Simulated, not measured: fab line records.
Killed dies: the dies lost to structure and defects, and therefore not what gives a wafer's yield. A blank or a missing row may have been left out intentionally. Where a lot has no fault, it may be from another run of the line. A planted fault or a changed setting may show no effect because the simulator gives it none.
Chamber matching / flow rit-cmos / rie-diel-04 running RIT_CONTACT_ETCH_11: 3 sister chambers
The step etches SiO2 in CHF3/CF4/Ar, stops on TiSi2, target depth 480 nm, time 320 s. 3 wafers are shown with their chamber, then 4 later ones without.

== EACH WAFER AND ITS CHAMBER ==
wafer=L185.5; chamber=1; throttle-valve-pct (%)=8.83
wafer=L189.5; chamber=0; throttle-valve-pct (%)=8.98
wafer=L192.5; chamber=3; throttle-valve-pct (%)=8.87

== WAFERS WITH NO CHAMBER GIVEN ==
wafer=L197.1; throttle-valve-pct (%)=8.87
wafer=L197.6; throttle-valve-pct (%)=9.00
wafer=L199.5; throttle-valve-pct (%)=8.88
wafer=L199.6; throttle-valve-pct (%)=8.81

== EACH ONE'S CHAMBER ==
wafer=L197.1; from the rows above=3; in truth=3
wafer=L197.6; from the rows above=0; in truth=0
wafer=L199.5; from the rows above=3; in truth=3
wafer=L199.6; from the rows above=1; in truth=1
Correct placement for 4 of the 4. Number that these rows cannot place: 0. Number placed wrongly: 0.
How it was worked out, from the rows above alone: a wafer's distance from a chamber is the root of the sum, over the readings, of the square of ((its reading less the chamber's mean) divided by the reading's scatter). If the next closest chamber is less than 2 further off than the closest, the wafer can't be placed; otherwise it belongs to the closest. For every chamber, the mean is computed from those of its wafers that are shown. The scatter: with one shown wafer a chamber, the root of the mean of the squares of how far each hidden wafer lies from its nearest shown one.
